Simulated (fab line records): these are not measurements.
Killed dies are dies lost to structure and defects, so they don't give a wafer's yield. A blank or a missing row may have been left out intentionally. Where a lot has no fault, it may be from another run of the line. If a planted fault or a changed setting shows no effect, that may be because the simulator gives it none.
fab line records | flow rit-cmos
record lots=13 wafers=39 last-day=7
route steps=202 shown PLDD@123 SPACER@129 CONTACT@168 M1@194
lots with no fault: from the same line, run without faults
start-h: hours from the record's first day to the start of the lot's first wafer shown | wait-h: hours elapsed since this lot's preceding step | " repeats the value in the row above | L1.1+2: a row that stands for several wafers | - no value, or no start was given | * or withheld: withheld | < > ~ a bound
route shown NAME@n: a module of which the file shows steps, and the number in the route of the first | usual: the fault-free wafers' mean and standard deviation | same: alike in all rows | chamber/n: place in a boat | sites: the reading at each site | _std_site: standard deviation across them | _edge_site: mean of outer sites minus mean of inner sites | radius-mm: for every site, how far away it sits from the centre of the wafer | mask NAME#n: copy n | behind: tool/chamber where the wafer was last shaped | hold: reason for holding the lot/hours on hold/outcome of the hold | device: names the non-switching transistor (n, p or np) | end of line: the same wafers' tests at the end of the route | step lacking rows: just its recipe | killed: the dies lost at the first sort to structure and to defects; this is not the yield of the wafer | map: per-die view of a wafer (x killed, . not killed, _ where there is no die)
set.NAME: setting as actually run; set.NAME@STEP: the setting as run at that earlier step | model.NAME: the simulator's own value behind a step, which no gauge read
route steps across a sampled set of lots; one table per step, one row per wafer
services: when a tool's chamber went out of use (start-h, in hours from the record's first day, below 0 if earlier), for how many hours, and the reason
## steps
# step RIT_PLDD_STRIP_09
# recipe chemistry=O2 time-s=180 resist=NOVOLAK platen-temp-c=withheld power-w=500 pressure-mtorr=4000 o2-flow-sccm=4000
# usual drypump-motor-current-A=6.0/0.35 rf-refl-power-W=7.6/1.4
# same time-s=180
# columns lot.wafer tool chamber start-h wait-h drypump-motor-current-A rf-hours-counter-h rf-refl-power-W
L990.2 plasma-asher-03 1 44.42 0.1 5.5 27 6.3
L990.3 " 0 " " 6.3 - 9.8
L990.6 " 0 " " 6.3 - 10.1
L991.3 plasma-asher-03 0 49.83 0.1 6.3 - 9.3
L991.5 " 0 " " 6.3 - 10.0
L991.6 " 1 " " 5.5 - 6.2
L994.1 plasma-asher-03 1 64.66 0.1 5.5 29 6.2
L994.2 " 0 " " 6.3 29 10.0
L994.5 " 1 " " 5.5 - 6.2
L995.1 plasma-asher-04 1 68.86 0.1 6.0 45 8.5
L995.5 " 0 " " 6.3 - 6.9
L995.6 " 1 " " 6.1 - 8.4
L996.2 plasma-asher-03 1 73.25 0.1 5.5 31 6.2
L996.5 " 1 " " 5.6 - 6.2
L996.6 " 0 " " 6.3 - 10.0
L998.2 plasma-asher-04 0 84.00 0.1 6.3 47 6.8
L998.5 " 1 " " 6.1 - 8.2
L998.6 " 0 " " 6.3 - 6.9
L999.1 plasma-asher-01 1 89.46 0.1 5.4 40 6.7
L999.2 " 0 " " 6.1 40 6.9
L999.4 " 1 " " 5.4 - 6.9
L100.1 plasma-asher-01 0 93.43 0.1 6.1 40 6.8
L100.3 " 1 " " 5.4 - 7.2
L100.6 " 1 " " 5.4 - 6.9
L101.1 plasma-asher-01 0 99.26 0.1 6.1 41 7.1
L101.2 " 1 " " 5.4 41 7.1
L101.6 " 1 " " 5.4 - 7.2
L103.2 plasma-asher-01 1 109.02 0.1 5.4 42 7.1
L103.3 " 1 " " 5.4 - 6.8
L103.5 " 0 " " 6.1 - 7.0
L106.3 plasma-asher-04 0 122.99 0.1 6.3 - 6.7
L106.5 " 1 " " 6.1 - 8.4
L106.6 " 0 " " 6.2 - 6.9
L107.1 plasma-asher-03 1 128.73 0.1 5.5 37 6.5
L107.2 " 0 " " 6.3 37 10.2
L107.4 " 0 " " 6.3 - 10.2
L112.1 plasma-asher-03 0 152.99 0.1 6.3 40 10.2
L112.3 " 0 " " 6.3 - 10.0
L112.6 " 0 " " 6.3 - 9.5
# step RIT_SPACER_THK_MEAS_04
# recipe reads=Si3N4_of_SPACER_CVD_03
# usual SPACER_NITRIDE_THK=249.1/2.9
# columns lot.wafer tool chamber start-h wait-h SPACER_NITRIDE_THK[nm]
L990.2 film-metro-02 - 46.95 0.0 248.5
L990.3 " - " " 249.2
L990.6 " - " " 247.8
L991.3 film-metro-01 - 52.31 0.0 251.2
L991.5 " - " " 253.1
L991.6 " - " " 251.0
L994.1 film-metro-04 - 67.18 0.0 247.5
L994.2 " - " " 248.4
L994.5 " - " " 249.3
L995.1 film-metro-02 - 71.38 0.0 245.0
L995.5 " - " " 247.8
L995.6 " - " " 242.0
L996.2 film-metro-02 - 75.78 0.0 249.0
L996.5 " - " " 249.3
L996.6 " - " " 248.9
L998.2 film-metro-04 - 86.53 0.0 250.4
L998.5 " - " " 248.8
L998.6 " - " " 249.4
L999.1 film-metro-04 - 92.01 0.0 248.6
L999.2 " - " " 248.3
L999.4 " - " " 247.3
L100.1 film-metro-02 - 95.95 0.0 253.2
L100.3 " - " " 252.3
L100.6 " - " " 251.1
L101.1 film-metro-04 - 101.78 0.0 248.2
L101.2 " - " " 245.2
L101.6 " - " " 245.8
L103.2 film-metro-01 - 111.55 0.0 247.2
L103.3 " - " " 247.5
L103.5 " - " " 247.7
L106.3 film-metro-04 - 125.48 0.0 250.1
L106.5 " - " " 248.9
L106.6 " - " " 249.7
L107.1 film-metro-04 - 131.25 0.0 252.7
L107.2 " - " " 252.7
L107.4 " - " " 252.4
L112.1 film-metro-02 - 155.50 0.0 251.3
L112.3 " - " " 249.3
L112.6 " - " " 253.1
# step RIT_CONTACT_CVD_00
# recipe material=SiO2 target-thk-nm=400 precursor=TEOS temp-c=390 time-s=61 rf-w=400
# usual heater-power-w=325/47
# same time-s=61
# columns lot.wafer tool chamber start-h wait-h heater-power-w
L990.2 pecvd-03 0 51.85 0.0 367
L990.3 " 1 " " 323
L990.6 " 2 " " 264
L991.3 pecvd-02 2 56.91 0.1 347
L991.5 " 2 " " 360
L991.6 " 0 " " 260
L994.1 pecvd-02 0 72.05 0.1 279
L994.2 " 2 " " 354
L994.5 " 2 " " 377
L995.1 pecvd-04 1 75.98 0.1 292
L995.5 " 2 " " 356
L995.6 " 0 " " 321
L996.2 pecvd-03 0 80.52 0.0 380
L996.5 " 2 " " 314
L996.6 " 1 " " 302
L998.2 pecvd-02 0 91.27 0.0 271
L998.5 " 0 " " 286
L998.6 " 2 " " 382
L999.1 pecvd-03 1 96.73 0.1 328
L999.2 " 0 " " 361
L999.4 " 1 " " 333
L100.1 pecvd-04 1 100.55 0.1 336
L100.3 " 0 " " 368
L100.6 " 1 " " 350
L101.1 pecvd-02 2 106.50 0.1 368
L101.2 " 0 " " 275
L101.6 " 2 " " 389
L103.2 pecvd-04 0 116.27 0.0 347
L103.3 " 2 " " 347
L103.5 " 2 " " 370
L106.3 pecvd-04 0 130.08 0.0 335
L106.5 " 1 " " 372
L106.6 " 2 " " 406
L107.1 pecvd-02 0 136.00 0.1 286
L107.2 " 1 " " 375
L107.4 " 0 " " 209
L112.1 pecvd-04 0 160.11 0.1 324
L112.3 " 1 " " 279
L112.6 " 0 " " 339
# step RIT_M1_OVL_MEAS_10
# usual M1_OVL=0.0/1.1
# columns lot.wafer tool chamber start-h wait-h M1_OVL[nm]
L990.2 overlay-01 - 55.89 0.1 0.6
L990.3 " - " " 1.0
L990.6 " - " " 1.5
L991.3 overlay-01 - 60.74 0.1 -0.5
L991.5 " - " " -1.5
L991.6 " - " " 1.3
L994.1 overlay-02 - 76.42 0.1 0.2
L994.2 " - " " -2.1
L994.5 " - " " -1.6
L995.1 overlay-02 - 80.28 0.1 -0.2
L995.5 " - " " -0.3
L995.6 " - " " -0.3
L996.2 overlay-02 - 84.41 0.1 -0.1
L996.5 " - " " 0.6
L996.6 " - " " -0.5
L998.2 overlay-01 - 95.14 0.1 -1.2
L998.5 " - " " 0.2
L998.6 " - " " 0.1
L999.1 overlay-02 - 100.69 0.1 -0.7
L999.2 " - " " 0.8
L999.4 " - " " -0.8
L100.1 overlay-01 - 104.52 0.1 0.1
L100.3 " - " " 0.4
L100.6 " - " " -0.3
L101.1 overlay-02 - 110.38 0.1 0.8
L101.2 " - " " -0.4
L101.6 " - " " 0.5
L103.2 overlay-02 - 119.97 0.1 1.3
L103.3 " - " " 0.3
L103.5 " - " " 1.8
L106.3 overlay-01 - 133.89 0.1 -0.4
L106.5 " - " " -0.9
L106.6 " - " " 0.8
L107.1 overlay-02 - 139.77 0.1 2.4
L107.2 " - " " 1.6
L107.4 " - " " 2.2
L112.1 overlay-02 - 163.99 0.1 0.2
L112.3 " - " " 0.0
L112.6 " - " " -0.1
# step RIT_M1_PROBE_99
# usual killed-at-contacts=0.1/0.23 killed-at-front-end=7/3.1 killed-dies=7/3.1 killed-on-rim=1.9/1.3 killed-open=3.4/2.1 killed-short=3.5/2
# same gross-dies=264 killed_at_M0_to_M3=0 killed_at_M4_up=0 killed-at-back-side=0 killed-at-other=0
# columns lot.wafer tool chamber start-h wait-h killed-at-contacts killed-at-front-end killed-dies killed-on-rim killed-open killed-short
L990.2 prober-02 - 58.72 0.1 0 8 8 1 6 2
L990.3 prober-02 - 58.77 0.2 0 9 9 3 6 3
L990.6 prober-02 - 58.92 0.2 0 9 9 2 4 5
L991.3 prober-01 - 63.37 0.2 0 1 1 0 0 1
L991.5 prober-01 - 63.47 0.2 0 5 5 2 1 4
L991.6 prober-01 - 63.52 0.2 0 10 10 0 7 3
L994.1 prober-02 - 78.96 0.1 0 18 18 4 5 13
L994.2 prober-02 - 79.01 0.1 0 4 4 1 2 2
L994.5 prober-02 - 79.16 0.2 0 5 5 2 1 4
L995.1 prober-01 - 82.81 0.1 0 7 7 4 4 3
L995.5 prober-01 - 83.01 0.2 0 6 6 0 1 5
L995.6 prober-01 - 83.06 0.2 0 7 7 1 3 4
L996.2 prober-02 - 88.26 0.1 0 6 6 1 4 2
L996.5 prober-02 - 88.41 0.2 0 9 9 3 4 5
L996.6 prober-02 - 88.46 0.2 1 7 8 2 5 3
L998.2 prober-02 - 98.13 0.1 0 10 10 4 5 5
L998.5 prober-02 - 98.28 0.2 0 8 8 0 5 3
L998.6 prober-02 - 98.33 0.2 0 6 6 3 2 4
L999.1 prober-01 - 103.24 0.1 0 10 10 2 2 8
L999.2 prober-01 - 103.29 0.1 0 12 12 4 7 5
L999.4 prober-01 - 103.39 0.2 0 5 5 0 1 4
L100.1 prober-02 - 107.09 0.1 1 7 8 4 2 6
L100.3 prober-02 - 107.19 0.2 0 5 5 1 2 3
L100.6 prober-02 - 107.34 0.2 0 14 14 5 7 7
L101.1 prober-01 - 112.93 0.1 0 12 12 4 4 8
L101.2 prober-01 - 112.98 0.1 0 9 9 4 6 3
L101.6 prober-01 - 113.18 0.2 0 7 7 1 2 5
L103.2 prober-02 - 123.63 0.1 0 2 2 0 2 0
L103.3 prober-02 - 123.68 0.2 0 8 8 3 3 5
L103.5 prober-02 - 123.78 0.2 0 7 7 2 3 4
L106.3 prober-01 - 136.52 0.2 0 9 9 2 4 5
L106.5 prober-01 - 136.62 0.2 1 9 10 2 3 7
L106.6 prober-01 - 136.67 0.2 0 21 21 5 12 9
L107.1 prober-02 - 142.31 0.1 18 5 23 11 2 3
L107.2 prober-02 - 142.36 0.1 0 8 8 3 6 2
L107.4 prober-02 - 142.46 0.2 23 9 32 14 5 4
L112.1 prober-01 - 166.53 0.1 0 6 6 1 1 5
L112.3 prober-01 - 166.63 0.2 1 6 7 0 5 2
L112.6 prober-01 - 166.78 0.2 0 8 8 3 3 5
# killed by level:class
L990.2 GATE:geometric-particle:open=5 ACTIVE:geometric-particle:open=1 FOX1:geometric-particle:short=1 GATE:geometric-particle:short=1
L990.3 GATE:geometric-particle:short=2 SILICIDE:geometric-particle:open=2 FOX1:geometric-particle:open=1 FOX1:geometric-particle:short=1 GATE:geometric-particle:open=1 REOX:geometric-particle:open=1 SPACER:geometric-particle:open=1
L990.6 GATE:geometric-particle:open=3 GATE:geometric-particle:short=2 FOX2:geometric-particle:open=1 FOX2:geometric-particle:short=1 SPACER:geometric-particle:short=1 SILICIDE:geometric-particle:short=1
L991.3 GATE:geometric-particle:short=1
L991.5 FOX2:geometric-particle:short=2 FOX2:geometric-particle:open=1 REOX:geometric-particle:short=1 SPACER:geometric-particle:short=1
L991.6 GATE:geometric-particle:open=5 GATE:geometric-particle:short=2 SPACER:geometric-particle:open=2 SPACER:geometric-particle:short=1
L994.1 SPACER:geometric-particle:short=7 GATE:geometric-particle:short=4 SPACER:geometric-particle:open=4 REOX:geometric-particle:short=2 REOX:geometric-particle:open=1
L994.2 REOX:geometric-particle:open=1 REOX:geometric-particle:short=1 SPACER:geometric-particle:open=1 SILICIDE:geometric-particle:short=1
L994.5 FOX1:geometric-particle:short=1 GATE:geometric-particle:short=1 REOX:geometric-particle:open=1 REOX:geometric-particle:short=1 SPACER:geometric-particle:short=1
L995.1 SILICIDE:geometric-particle:open=3 FOX1:geometric-particle:open=1 FOX2:geometric-particle:short=1 GATE:geometric-particle:short=1 SILICIDE:geometric-particle:short=1
L995.5 GATE:geometric-particle:short=3 FOX1:geometric-particle:short=2 GATE:geometric-particle:open=1
L995.6 SPACER:geometric-particle:short=3 SPACER:geometric-particle:open=2 GATE:geometric-particle:short=1 GATE:geometric-particle:open=1
L996.2 GATE:geometric-particle:short=2 SPACER:geometric-particle:open=2 GATE:geometric-particle:open=1 REOX:geometric-particle:open=1
L996.5 FOX1:geometric-particle:open=2 FOX1:geometric-particle:short=2 SILICIDE:geometric-particle:open=2 GATE:geometric-particle:short=1 REOX:geometric-particle:short=1 SILICIDE:geometric-particle:short=1
L996.6 GATE:geometric-particle:open=3 SPACER:geometric-particle:short=1 SPACER:geometric-particle:open=1 SILICIDE:geometric-particle:short=1 SILICIDE:geometric-particle:open=1 CONTACT:geometric-particle:short=1
L998.2 GATE:geometric-particle:short=5 GATE:geometric-particle:open=3 FOX1:geometric-particle:open=1 SPACER:geometric-particle:open=1
L998.5 SPACER:geometric-particle:open=4 GATE:geometric-particle:short=1 GATE:geometric-particle:open=1 REOX:geometric-particle:short=1 SPACER:geometric-particle:short=1
L998.6 SPACER:geometric-particle:short=2 FOX1:geometric-particle:open=1 GATE:geometric-particle:short=1 GATE:geometric-particle:open=1 SILICIDE:geometric-particle:short=1
L999.1 GATE:geometric-particle:short=6 FOX1:geometric-particle:short=1 FOX1:geometric-particle:open=1 GATE:geometric-particle:open=1 SPACER:geometric-particle:short=1
L999.2 GATE:geometric-particle:open=4 SPACER:geometric-particle:short=3 FOX1:geometric-particle:short=1 FOX1:geometric-particle:open=1 GATE:geometric-particle:short=1 REOX:geometric-particle:open=1 SPACER:geometric-particle:open=1
L999.4 FOX2:geometric-particle:short=2 GATE:geometric-particle:short=2 SILICIDE:geometric-particle:open=1
L100.1 GATE:geometric-particle:short=4 FOX1:geometric-particle:short=1 FOX2:geometric-particle:open=1 SILICIDE:geometric-particle:open=1 CONTACT:geometric-particle:short=1
L100.3 GATE:geometric-particle:short=2 FOX2:geometric-particle:open=1 GATE:geometric-particle:open=1 REOX:geometric-particle:short=1
L100.6 FOX1:geometric-particle:short=3 SPACER:geometric-particle:open=3 GATE:geometric-particle:open=2 FOX1:geometric-particle:open=1 FOX2:geometric-particle:open=1 GATE:geometric-particle:short=1 REOX:geometric-particle:short=1 SPACER:geometric-particle:short=1
L101.1 GATE:geometric-particle:short=3 FOX1:geometric-particle:open=2 GATE:geometric-particle:open=2 REOX:geometric-particle:short=2 SPACER:geometric-particle:short=2 SILICIDE:geometric-particle:short=1
L101.2 GATE:geometric-particle:open=2 FOX1:geometric-particle:open=1 FOX2:geometric-particle:short=1 FOX2:geometric-particle:open=1 REOX:geometric-particle:open=1 REOX:geometric-particle:short=1 SPACER:geometric-particle:open=1 SPACER:geometric-particle:short=1
L101.6 GATE:geometric-particle:short=2 REOX:geometric-particle:short=2 FOX1:geometric-particle:open=1 REOX:geometric-particle:open=1 SILICIDE:geometric-particle:short=1
L103.2 REOX:geometric-particle:open=1 SILICIDE:geometric-particle:open=1
L103.3 GATE:geometric-particle:open=2 GATE:geometric-particle:short=2 FOX2:geometric-particle:short=1 REOX:geometric-particle:open=1 REOX:geometric-particle:short=1 SPACER:geometric-particle:short=1
L103.5 GATE:geometric-particle:short=4 GATE:geometric-particle:open=3
L106.3 FOX2:geometric-particle:open=2 GATE:geometric-particle:short=2 REOX:geometric-particle:short=2 SPACER:geometric-particle:open=2 SILICIDE:geometric-particle:short=1
L106.5 FOX1:geometric-particle:short=4 GATE:geometric-particle:open=2 FOX2:geometric-particle:short=1 GATE:geometric-particle:short=1 SILICIDE:geometric-particle:open=1 CONTACT:geometric-particle:short=1
L106.6 SILICIDE:geometric-particle:short=5 GATE:geometric-particle:short=3 REOX:geometric-particle:open=3 SILICIDE:geometric-particle:open=3 FOX2:geometric-particle:open=2 GATE:geometric-particle:open=2 FOX1:geometric-particle:open=1 FOX1:geometric-particle:short=1
L107.1 CONTACT:unspecified=18 FOX1:geometric-particle:open=1 FOX2:geometric-particle:short=1 GATE:geometric-particle:short=1 REOX:geometric-particle:short=1 REOX:geometric-particle:open=1
L107.2 GATE:geometric-particle:open=4 SPACER:geometric-particle:open=2 FOX2:geometric-particle:short=1 GATE:geometric-particle:short=1
L107.4 CONTACT:unspecified=23 SILICIDE:geometric-particle:open=3 GATE:geometric-particle:open=2 GATE:geometric-particle:short=2 FOX2:geometric-particle:short=1 SILICIDE:geometric-particle:short=1
L112.1 GATE:geometric-particle:short=3 FOX1:geometric-particle:short=2 GATE:geometric-particle:open=1
L112.3 FOX1:geometric-particle:open=1 FOX2:geometric-particle:open=1 GATE:geometric-particle:open=1 REOX:geometric-particle:open=1 SPACER:geometric-particle:short=1 SPACER:geometric-particle:open=1 CONTACT:geometric-particle:short=1
L112.6 SPACER:geometric-particle:short=2 SILICIDE:geometric-particle:short=2 FOX1:geometric-particle:open=1 FOX1:geometric-particle:short=1 GATE:geometric-particle:open=1 SILICIDE:geometric-particle:open=1
## services
# columns tool chamber start-h hours kind
pecvd-02 - 26.49 0.8 pm
plasma-asher-01 - 26.78 5.5 repair
plasma-asher-01 - 46.76 12.8 repair
pecvd-04 1 46.80 7.3 repair
pecvd-02 - 74.62 14.6 pm
plasma-asher-03 - 93.85 2.8 pm
pecvd-03 0 112.44 3.9 repair
plasma-asher-01 - 120.14 15.6 pm
pecvd-04 1 131.31 4.6 repair
plasma-asher-04 - 143.73 0.8 repair
## key
first-sign step=RIT_M1_PROBE_99 reading=killed-at-contacts direction=up sigmas=20 usual=0.1 struck=20.5
effect step=RIT_M1_PROBE_99 reading=killed-dies direction=up sigmas=6.6 usual=7 struck=28
met-at RIT_CONTACT_CVD_00
struck-lots L107
struck-wafers L107.1,L107.4
tester-left-out L107
not-acting-at RIT_PLDD_STRIP_09,RIT_SPACER_THK_MEAS_04,RIT_M1_OVL_MEAS_10
onset-between 106.50 136.00
fault kind=chamber-particle-source tool=pecvd-02 chamber=0 onset-h=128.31 steps=RIT_CONTACT_CVD_00 rate-per-visit-cm2=1.732 end-h=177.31
# tester-left-out: of these lots the tester's yield and bins aren't shown, on N5 and GAA mostly nor the transistor test; their killed dies are dies lost to structure and defects alone, not to doping, threshold or leakage, so they don't give the yield
